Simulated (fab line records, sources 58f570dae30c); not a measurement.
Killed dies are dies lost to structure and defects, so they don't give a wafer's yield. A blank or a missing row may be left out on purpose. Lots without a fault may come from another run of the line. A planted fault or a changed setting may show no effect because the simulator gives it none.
Which tool did it? | flow berkeley_cmos170 | 14 lots, 42 wafers sampled, at 4 steps of a route of 331

WHAT THE GAUGES READ, wafer by wafer
UCB170_NWELL_TW_MEAS_16. Usual: NWELL_TW 1234, standard deviation 11.
lot  | measured    | on            | NWELL_TW       | flag
L991 | day 2 11:49 | film_metro-02 | 1231 1238 1236 |
L993 | day 2 21:33 | film_metro-04 | 1236 1236 1240 |
L994 | day 3 03:33 | film_metro-01 | 1220 1223 1223 |
L995 | day 3 08:35 | film_metro-04 | 1251 1243 1241 |
L996 | day 3 15:53 | film_metro-02 | 1235 1239 1244 |
L100 | day 4 13:41 | film_metro-01 | 1374 1368 1371 | OFF
L102 | day 4 22:17 | film_metro-04 | 1396 1392 1403 | OFF
L106 | day 5 14:53 | film_metro-04 | 1255 1264 1258 |
L108 | day 6 05:37 | film_metro-01 | 1237 1224 1230 |
L109 | day 6 05:44 | film_metro-02 | 1232 1230 1234 |
L110 | day 6 10:08 | film_metro-04 | 1256 1258 1263 |
L111 | day 6 18:30 | film_metro-01 | 1240 1244 1229 |
L112 | day 6 18:43 | film_metro-02 | 1225 1234 1230 |
L113 | day 7 04:55 | film_metro-02 | 1241 1243 1234 |

UCB170_M3_BOW_MEAS_20. Usual: M3_BOW 36 um, standard deviation 5.9.
lot  | measured     | on            | M3_BOW (um) | flag
L991 | day 7 15:53  | film_metro-03 | 52 35 36    |
L993 | day 8 06:11  | film_metro-03 | 43 47 34    |
L994 | day 8 06:40  | film_metro-03 | 36 36 40    |
L995 | day 8 16:58  | film_metro-02 | 45 32 30    |
L996 | day 9 05:40  | film_metro-04 | 38 36 39    |
L100 | day 9 19:19  | film_metro-03 | 38 36 34    |
L102 | day 10 02:49 | film_metro-03 | 33 27 25    |
L106 | day 10 19:28 | film_metro-02 | 40 30 33    |
L108 | day 11 05:22 | film_metro-02 | 32 26 27    |
L109 | day 11 05:53 | film_metro-04 | 44 32 43    |
L110 | day 11 17:35 | film_metro-04 | 31 41 37    |
L111 | day 12 05:02 | film_metro-04 | 38 37 31    |
L112 | day 12 06:13 | film_metro-04 | 33 24 44    |
L113 | day 12 04:38 | film_metro-03 | 40 27 36    |

WHICH TOOL RAN EACH LOT (tool, then ch and the chambers of the sampled wafers, then the start)
lot  | UCB170_NWELL_IMPLANT_14        | UCB170_M3_ETCH_17
L991 | implanter-02 ch 0, day 2 11:35 | rie_diel-04 ch 1,2,3, day 7 15:25
L993 | implanter-03 ch 0, day 2 21:18 | rie_diel-03 ch 1,3, day 8 05:44
L994 | implanter-04 ch 0, day 3 03:19 | rie_diel-04 ch 0,1,3, day 8 06:12
L995 | implanter-04 ch 0, day 3 08:22 | rie_diel-03 ch 0,2, day 8 16:29
L996 | implanter-03 ch 0, day 3 15:39 | rie_diel-01 ch 0,3, day 9 05:05
L100 | implanter-03 ch 0, day 4 13:28 | rie_diel-04 ch 1,2, day 9 18:50
L102 | implanter-03 ch 0, day 4 21:59 | rie_diel-03 ch 0,3, day 10 02:21
L106 | implanter-04 ch 0, day 5 14:39 | rie_diel-03 ch 1,2,3, day 10 18:59
L108 | implanter-02 ch 0, day 6 05:22 | rie_diel-01 ch 0,1, day 11 04:55
L109 | implanter-04 ch 0, day 6 05:29 | rie_diel-01 ch 0,1,2, day 11 05:26
L110 | implanter-04 ch 0, day 6 09:53 | rie_diel-01 ch 1,3, day 11 17:08
L111 | implanter-04 ch 0, day 6 18:15 | rie_diel-01 ch 1,3, day 12 04:35
L112 | implanter-02 ch 0, day 6 18:29 | rie_diel-04 ch 0,1,2, day 12 05:44
L113 | implanter-02 ch 0, day 7 04:40 | rie_diel-03 ch 0,1, day 12 04:11
- UCB170_NWELL_IMPLANT_14
- UCB170_M3_ETCH_17: etches BARC in N2/H2.

WHAT THE TOOLS THEMSELVES READ (means of the sampled wafers that have a number; where no wafer has one, the mark that the record gives instead)
UCB170_NWELL_IMPLANT_14. Usual: dose_ions_cm2 1.0001e+13, standard deviation 1.3e+10; faraday_current_uA 31.7, standard deviation 0.66; tilt_deg 7.000 degrees, standard deviation 0.022.
lot  | tool         | dose_ions_cm2 | faraday_current_uA | tilt_deg (degrees) | flag
L991 | implanter-02 | 1.0007e+13    | 31.4               | 6.966              |
L993 | implanter-03 | 9.9987e+12    | 31.9               | 6.998              |
L994 | implanter-04 | 9.9993e+12    | 31.8               | 7.005              |
L995 | implanter-04 | 1.0011e+13    | 31.7               | 7.002              |
L996 | implanter-03 | 1.0012e+13    | 32.0               | 6.986              |
L100 | implanter-03 | 1.4213e+13    | 45.6               | 7.014              | OFF
L102 | implanter-03 | 1.4186e+13    | 45.5               | 6.994              | OFF
L106 | implanter-04 | 9.9997e+12    | 31.9               | 6.989              |
L108 | implanter-02 | 1.0010e+13    | 31.6               | 7.016              |
L109 | implanter-04 | 9.9860e+12    | 31.6               | 7.007              |
L110 | implanter-04 | 1.0004e+13    | 31.6               | 6.991              |
L111 | implanter-04 | 9.9963e+12    | 31.1               | 7.015              |
L112 | implanter-02 | 1.0014e+13    | 31.6               | 6.977              |
L113 | implanter-02 | 9.9893e+12    | 31.5               | 7.042              |

UCB170_M3_ETCH_17. Usual: drypump_motor_current_A 5.6 A, standard deviation 0.55; oes_product_au 0.99 a.u., standard deviation 0.034; throttle_valve_pct 13.27 %, standard deviation 0.19.
lot  | tool        | drypump_motor_current_A (A) | oes_product_au (a.u.) | throttle_valve_pct (%) | flag
L991 | rie_diel-04 | 5.7                         | 0.98                  | 13.22                  |
L993 | rie_diel-03 | 5.2                         | 1.03                  | 13.18                  |
L994 | rie_diel-04 | 5.5                         | 0.99                  | 13.27                  |
L995 | rie_diel-03 | 5.9                         | 0.98                  | 13.29                  |
L996 | rie_diel-01 | 5.5                         | 0.98                  | 13.25                  |
L100 | rie_diel-04 | 5.9                         | 0.99                  | 13.00                  |
L102 | rie_diel-03 | 5.7                         | 0.98                  | 13.32                  |
L106 | rie_diel-03 | 5.3                         | 1.03                  | 13.18                  |
L108 | rie_diel-01 | 5.4                         | 0.99                  | 13.48                  |
L109 | rie_diel-01 | 5.2                         | 0.98                  | 13.40                  |
L110 | rie_diel-01 | 6.0                         | 1.00                  | 13.55                  |
L111 | rie_diel-01 | 6.0                         | 0.99                  | 13.55                  |
L112 | rie_diel-04 | 5.6                         | 0.99                  | 13.04                  |
L113 | rie_diel-03 | 5.9                         | 0.98                  | 13.30                  |

THE ANSWER, worked out from the rows above alone
Rule: a lot is off if the mean of its wafers that have a number lies more than 3 standard deviations from the usual mean. A lot without any number at a reading at which 4 lots or more have one is off too. The other lots that the step has rows for count as sound. The gauges are gone through in route order, then the tools' own readings, and for those a lot's mean is taken as printed above. The first step at which some lot is off is used, and at that step the reading that is off furthest; a lot without a number counts as furthest.
Off: L100, L102, at UCB170_NWELL_TW_MEAS_16 (NWELL_TW).
A tool fits if, at a process step before that reading, it ran every lot that is off, and no sound lot after the first of them. The gauges at UCB170_NWELL_TW_MEAS_16 aren't tried: what is off there is off at UCB170_NWELL_IMPLANT_14 too, on other tools, and a gauge's error can't cause that. One fits: implanter-03 at UCB170_NWELL_IMPLANT_14. Its last sound lot is L996 (day 3 15:39), its first lot that is off L100 (day 4 13:28): a fault that began between those two fits.
The tool's own readings at UCB170_NWELL_IMPLANT_14 bear it out: on the lots that are off they differ by more than 5 times the standard deviation of the sound lots' means. dose_ions_cm2 reads 1.4200e+13 there against 1.0002e+13 on the sound lots; faraday_current_uA reads 45.5 there against 31.6 on the sound lots.

WHAT THE SIMULATOR HAD PUT IN
Process parameter drift: implanter-03, from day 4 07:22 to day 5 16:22, at UCB170_NWELL_IMPLANT_14. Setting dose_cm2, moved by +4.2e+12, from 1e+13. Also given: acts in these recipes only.
Lots struck among those shown: L100, L102. The rule above found the same.
